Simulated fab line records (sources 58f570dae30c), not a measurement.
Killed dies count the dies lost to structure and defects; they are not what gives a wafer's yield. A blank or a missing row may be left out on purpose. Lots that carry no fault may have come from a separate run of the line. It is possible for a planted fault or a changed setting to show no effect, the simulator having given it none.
The tool behind it: which one?    flow berkeley_cmos170    7 lots, 21 wafers sampled, at 3 steps of a route of 331

== WHAT EACH GAUGE READ, for each wafer ==
UCB170_SPACER_THK_MEAS_01.
lot   measured      on             SPACER_TEOS_THK (nm)
L859  day 7 17:36   film_metro-04  373 375 378
L860  day 7 18:18   film_metro-04  374 380 380
L863  day 8 08:17   film_metro-04  377 379 378
L869  day 10 01:27  film_metro-04  373 375 380
L875  day 10 17:28  film_metro-01  519 382 377 519 383 377
L877  day 11 06:09  film_metro-03  369 376 377
L879  day 11 21:48  film_metro-03  375 374 381

== TOOL THAT RAN EACH LOT (tool first, then ch and the chambers of the sampled wafers, then the start) ==
lot   UCB170_PWELL_ETCH_14               UCB170_SPACER_CVD_00
L859  rie_diel-03 ch 0,2, day 3 19:02    pecvd-04 ch 0,1, day 7 17:33
L860  rie_diel-03 ch 0,1,2, day 4 00:08  pecvd-04 ch 0,1,2, day 7 18:14
L863  rie_diel-04 ch 1,3, day 4 08:06    pecvd-04 ch 0,1,2, day 8 08:14
L869  rie_diel-01 ch 1,2, day 5 14:25    pecvd-03 ch 1,2, day 10 01:23
L875  rie_diel-01 ch 0,1, day 7 02:35    pecvd-04 ch 0,1,2, day 10 17:25
L877  rie_diel-01 ch 0,1, day 7 13:48    pecvd-02 ch 1,2, day 11 06:06
L879  rie_diel-01 ch 1,2,3, day 8 02:13  pecvd-02 ch 0,1,2, day 11 21:46
- UCB170_PWELL_ETCH_14: etches Si3N4 in CH3F/Ar/O2, stops on SiO2, target depth 242 nm, time 151 s.
- UCB170_SPACER_CVD_00: deposits SiO2 from TEOS/O2, target thk 376 nm, time 47 s.

== THE ANSWER, worked out from the rows above alone ==
Rule: what is usual is taken from the lots themselves. The widest of any qualifying gaps counts: lots, ordered by their means at a reading, are off when they make up no more than a third of the lots, leave a main group of 4 or more, and stand apart from it by 3 or more times the standard deviation of that group's means. Not used: any main group whose means are identical at the precision the tables above print for the reading. Also off: a lot with no number at a reading for which 4 or more lots have one. Where the step has rows for the other lots, those lots are counted as sound.
Off: L875, at UCB170_SPACER_THK_MEAS_01 (SPACER_TEOS_THK). The main group: mean 376 nm, standard deviation 1.4.
A tool fits if, at a process step before that reading, it ran every lot that is off, and no sound lot after the first of them. Those tools and the gauges at UCB170_SPACER_THK_MEAS_01 are tried in the same way. Undecided on this evidence; 2 tools fit (pecvd-04 at UCB170_SPACER_CVD_00, film_metro-01 at UCB170_SPACER_THK_MEAS_01).

== WHAT THE SIMULATOR HAD PUT IN ==
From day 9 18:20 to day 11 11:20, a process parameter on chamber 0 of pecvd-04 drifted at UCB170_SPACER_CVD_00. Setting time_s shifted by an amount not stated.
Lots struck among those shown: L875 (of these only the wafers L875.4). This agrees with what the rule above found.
